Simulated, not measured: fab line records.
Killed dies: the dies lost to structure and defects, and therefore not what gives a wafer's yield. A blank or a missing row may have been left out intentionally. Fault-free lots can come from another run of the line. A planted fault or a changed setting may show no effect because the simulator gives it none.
fab line records | flow rit_cmos
record: lots: 14 wafers: 42 last_day: 7
route steps=202 shown NLDD@112 PLDD@123 NSD@136
lots that met no fault: taken from a fault-free run of the same line
start_h: hours from the record's first day to the start of the lot's first wafer shown | wait_h: how many hours have passed since the lot's step before this one | " identical to the entry in the row above | L1.1+2: a row that stands for several wafers | - no value, or no start was given | * or withheld: withheld | < > ~ a bound
route shown NAME@n: NAME is a module with steps in the file, n the number in the route of the first one | usual: average and standard deviation across the fault-free wafers | same: alike in all rows | chamber/n: place in a boat | sites: the reading at each site | _std_site: how widely they spread, as a standard deviation | _edge_site: outer sites' mean less inner sites' | radius_mm: for every site, how far away it sits from the centre of the wafer | mask NAME#n: copy n | behind: the last tool/chamber to shape the wafer | hold: reason for holding the lot/hours on hold/outcome of the hold | device: names the non-switching transistor (n, p or np) | end of line: at the end of the route, the tests of the same wafers | where a step has no rows: the recipe by itself | killed: dies that structure and defects cost at the first sort, which is not the same as the wafer's yield | map: per-die view of a wafer (x killed, . not killed, _ where there is no die)
set.NAME: the run value of the setting; set.NAME@STEP: its run value at that earlier step | model.NAME: the simulator's own value behind a step, which no gauge read
one table for each step of the route and one row for each wafer, over a sample of lots
services: a tool's chamber out of use, with start hour (start_h, from the record's first day; less than 0 if before it), hours out, and reason
== steps ==
step: RIT_NLDD_STRIP_09
recipe: chemistry: O2 time_s: 180 resist: NOVOLAK platen_temp_c: withheld power_w: 500 pressure_mtorr: 4000 o2_flow_sccm: 4000
usual: drypump_motor_current_A: 6.0/0.59
columns lot.wafer tool chamber start_h wait_h drypump_motor_current_A rf_hours_counter_h
L263.1 plasma_asher-04 1 41.30 0.1 5.2 42
L263.2 " 0 " " 6.3 42
L263.5 " 1 " " 5.2 -
L264.2 plasma_asher-04 1 47.59 0.1 5.2 43
L264.5 " 1 " " 5.2 -
L264.6 " 0 " " 6.3 -
L265.1 plasma_asher-04 1 56.15 0.1 5.1 44
L265.4 " 1 " " 5.2 -
L265.5 " 0 " " 6.3 -
L266.1 plasma_asher-02 0 58.20 0.1 6.1 25
L266.5 " 1 " " 6.6 -
L266.6 " 0 " " 6.1 -
L269.3 plasma_asher-02 1 72.66 0.1 6.6 -
L269.4 " 0 " " 6.1 -
L269.6 " 1 " " 6.6 -
L270.1 plasma_asher-03 0 81.76 0.1 6.2 42
L270.2 " 1 " " 4.9 42
L270.5 " 0 " " 6.2 -
L273.1 plasma_asher-02 0 92.41 0.1 6.1 29
L273.4 " 1 " " 6.6 -
L273.6 " 1 " " 6.6 -
L278.1 plasma_asher-02 1 119.04 0.1 6.6 32
L278.2 " 0 " " 6.2 32
L278.3 " 0 " " 6.1 -
L279.1 plasma_asher-03 0 127.37 0.1 6.2 48
L279.2 " 1 " " 4.9 48
L279.5 " 1 " " 4.9 -
L280.2 plasma_asher-03 1 130.90 0.1 4.9 48
L280.3 " 0 " " 6.2 -
L280.5 " 1 " " 4.9 -
L282.1 plasma_asher-04 0 138.71 0.1 6.3 2
L282.3 " 0 " " 6.3 -
L282.5 " 0 " " 6.3 -
L283.1 plasma_asher-02 1 145.12 0.1 6.6 34
L283.2 " 0 " " 6.1 34
L283.3 " 1 " " 6.6 -
L285.2 plasma_asher-04 1 151.75 0.1 5.2 4
L285.3 " 1 " " 5.2 -
L285.4 " 0 " " 6.3 -
L286.1 plasma_asher-02 0 157.88 0.1 6.1 36
L286.5 " 0 " " 6.1 -
L286.6 " 1 " " 6.6 -
step: RIT_PLDD_STRIP_09
recipe: chemistry: O2 time_s: 180 resist: NOVOLAK platen_temp_c: withheld power_w: 500 pressure_mtorr: 4000 o2_flow_sccm: 4000
usual: drypump_motor_current_A: 5.8/0.67
columns lot.wafer tool chamber start_h wait_h drypump_motor_current_A rf_hours_counter_h
L263.1 plasma_asher-01 0 42.91 0.1 6.7 41
L263.2 " 1 " " 5.6 41
L263.5 " 0 " " 6.8 -
L264.2 plasma_asher-03 1 49.01 0.1 4.9 39
L264.5 " 0 " " 6.2 -
L264.6 " 1 " " 4.9 -
L265.1 plasma_asher-03 1 57.57 0.1 4.9 39
L265.4 " 0 " " 6.2 -
L265.5 " 0 " " 6.2 -
L266.1 plasma_asher-02 0 59.75 0.1 6.2 25
L266.5 " 1 " " 6.6 -
L266.6 " 0 " " 6.2 -
L269.3 plasma_asher-03 1 74.09 0.1 4.9 -
L269.4 " 0 " " 6.2 -
L269.6 " 1 " " 4.9 -
L270.1 plasma_asher-02 1 83.30 0.1 6.6 28
L270.2 " 0 " " 6.1 28
L270.5 " 0 " " 6.1 -
L273.1 plasma_asher-03 0 93.83 0.1 6.2 44
L273.4 " 0 " " 6.2 -
L273.6 " 1 " " 4.9 -
L278.1 plasma_asher-03 0 120.66 0.1 6.2 47
L278.2 " 1 " " 4.9 47
L278.3 " 0 " " 6.2 -
L279.1 plasma_asher-03 0 128.80 0.1 6.2 48
L279.2 " 1 " " 4.9 48
L279.5 " 1 " " 4.9 -
L280.2 plasma_asher-03 0 132.61 0.1 6.2 48
L280.3 " 1 " " 4.9 -
L280.5 " 0 " " 6.2 -
L282.1 plasma_asher-02 1 140.50 0.1 6.5 34
L282.3 " 0 " " 6.1 -
L282.5 " 0 " " 6.1 -
L283.1 plasma_asher-02 1 146.86 0.1 6.5 35
L283.2 " 0 " " 6.1 35
L283.3 " 0 " " 6.1 -
L285.2 plasma_asher-01 0 153.31 0.1 6.8 52
L285.3 " 0 " " 6.7 -
L285.4 " 1 " " 5.6 -
L286.1 plasma_asher-03 1 159.30 0.1 4.9 51
L286.5 " 0 " " 6.2 -
L286.6 " 1 " " 4.9 -
step: RIT_NSD_DEVELOP_05
recipe: resist: NOVOLAK develop_time_s: 50 dev_temp_c: 23
usual: chill_plate_temp_C: 23.00/0.1 develop_time_s: 50/0
columns lot.wafer tool chamber start_h wait_h chill_plate_temp_C develop_time_s
L263.1 litho_track-04 0 46 - 22.98 50
L263.2 " 0 " " 22.98 50
L263.5 " 0 " " 23.11 50
L264.2 litho_track-03 0 53 - 23.07 50
L264.5 " 0 " " 23.07 50
L264.6 " 0 " " 23.02 50
L265.1 litho_track-04 0 61 - 22.95 50
L265.4 " 0 " " 22.92 50
L265.5 " 0 " " 22.98 50
L266.1 litho_track-03 0 63 - 22.88 50
L266.5 " 0 " " 23.09 50
L266.6 " 0 " " 23.06 50
L269.3 litho_track-04 0 78 - 22.91 50
L269.4 " 0 " " 23.09 50
L269.6 " 0 79 - 22.91 50
L270.1 litho_track-03 0 87 - 22.93 50
L270.2 " 0 " " 22.86 50
L270.5 " 0 " " 23.10 50
L273.1 litho_track-04 0 97 - 23.08 50
L273.4 " 0 " " 23.01 50
L273.6 " 0 " " 23.24 50
L278.1 litho_track-01 - 124 - - -
L278.2 " - " " - -
L278.3 " - " " - -
L279.1 litho_track-01 - 132 - - -
L279.2 " - " " - -
L279.5 " - " " - -
L280.2 litho_track-01 0 136 - 23.20 50
L280.3 " 0 " " 23.05 50
L280.5 " 0 " " 23.12 50
L282.1 litho_track-01 0 144 - 22.95 50
L282.3 " 0 " " 23.13 50
L282.5 " 0 " " 23.09 50
L283.1 litho_track-03 0 151 - 23.03 50
L283.2 " 0 " " 22.84 50
L283.3 " 0 " " 23.02 50
L285.2 litho_track-03 0 157 - 23.03 50
L285.3 " 0 " " 23.02 50
L285.4 " 0 " " 23.08 50
L286.1 litho_track-01 0 163 - 22.92 50
L286.5 " 0 " " 23.04 50
L286.6 " 0 " " 23.11 50
step: RIT_NSD_STRIP_09
recipe: chemistry: O2 time_s: 180 resist: NOVOLAK platen_temp_c: withheld power_w: 500 pressure_mtorr: 4000 o2_flow_sccm: 4000
usual: drypump_motor_current_A: 6.2/0.53
columns lot.wafer tool chamber start_h wait_h drypump_motor_current_A rf_hours_counter_h
L263.1 plasma_asher-04 0 47.14 0.1 6.3 43
L263.2 " 1 " " 5.2 43
L263.5 " 1 " " 5.2 -
L264.2 plasma_asher-02 1 53.57 0.1 6.6 24
L264.5 " 1 " " 6.6 -
L264.6 " 0 " " 6.2 -
L265.1 plasma_asher-04 1 61.69 0.1 5.2 44
L265.4 " 1 " " 5.2 -
L265.5 " 1 " " 5.2 -
L266.1 plasma_asher-02 1 63.87 0.1 6.6 26
L266.5 " 0 " " 6.1 -
L266.6 " 1 " " 6.6 -
L269.3 plasma_asher-04 0 79.43 0.1 6.3 -
L269.4 " 1 " " 5.1 -
L269.6 " 1 " " 5.1 -
L270.1 plasma_asher-02 0 87.60 0.1 6.1 28
L270.2 " 1 " " 6.6 28
L270.5 " 1 " " 6.6 -
L273.1 plasma_asher-01 1 98.13 0.1 5.6 46
L273.4 " 0 " " 6.7 -
L273.6 " 1 " " 5.6 -
L278.1 plasma_asher-02 1 124.70 0.1 6.6 32
L278.2 " 0 " " 6.1 32
L278.3 " 1 " " 6.5 -
L279.1 plasma_asher-02 1 133.08 0.1 6.6 33
L279.2 " 0 " " 6.1 33
L279.5 " 1 " " 6.6 -
L280.2 plasma_asher-04 1 136.56 0.1 5.2 2
L280.3 " 1 " " 5.2 -
L280.5 " 1 " " 5.2 -
L282.1 plasma_asher-02 0 144.59 0.1 6.1 34
L282.3 " 0 " " 6.1 -
L282.5 " 0 " " 6.1 -
L283.1 plasma_asher-02 0 152.06 0.1 6.1 35
L283.2 " 1 " " 6.6 35
L283.3 " 0 " " 6.1 -
L285.2 plasma_asher-04 1 158.31 0.1 5.1 5
L285.3 " 0 " " 6.3 -
L285.4 " 1 " " 5.2 -
L286.1 plasma_asher-02 1 164.24 0.1 6.6 37
L286.5 " 0 " " 6.1 -
L286.6 " 1 " " 6.6 -
== services ==
columns tool chamber start_h hours kind
plasma_asher-02 - 38.91 14.6 pm
plasma_asher-01 - 59.59 11.9 repair
plasma_asher-04 - 101.70 3.8 repair
plasma_asher-04 - 108.75 9.0 pm
plasma_asher-04 0 108.75 9.0 vent_cycle
plasma_asher-04 1 108.75 9.0 vent_cycle
plasma_asher-04 0 117.75 - clean
plasma_asher-04 1 117.75 - clean
plasma_asher-03 - 160.65 8.0 repair
== key ==
first_sign: step: RIT_NSD_DEVELOP_05 reading: tool_record direction: missing
effect none on later readings
met_at RIT_NSD_DEVELOP_05
struck_lots L278,L279
sort_left_out L278.1,L278.2,L278.3,L279.1,L279.2,L279.5
tester_left_out L278,L279
not_acting_at RIT_NLDD_STRIP_09,RIT_PLDD_STRIP_09,RIT_NSD_STRIP_09
fault: kind: skipped_step_whole tool: litho_track-01 chamber: - onset_h: 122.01 steps: RIT_NSD_DEVELOP_05 scope: struck_lots_only
tester_left_out: of these lots the tester's yield and bins aren't shown, on N5 and GAA mostly nor the transistor test; their killed dies are dies lost to structure and defects alone, not to doping, threshold or leakage, so they don't give the yield
sort_left_out: the simulated sort isn't trusted on such a fault, so these wafers' sort isn't shown, and their yield isn't known
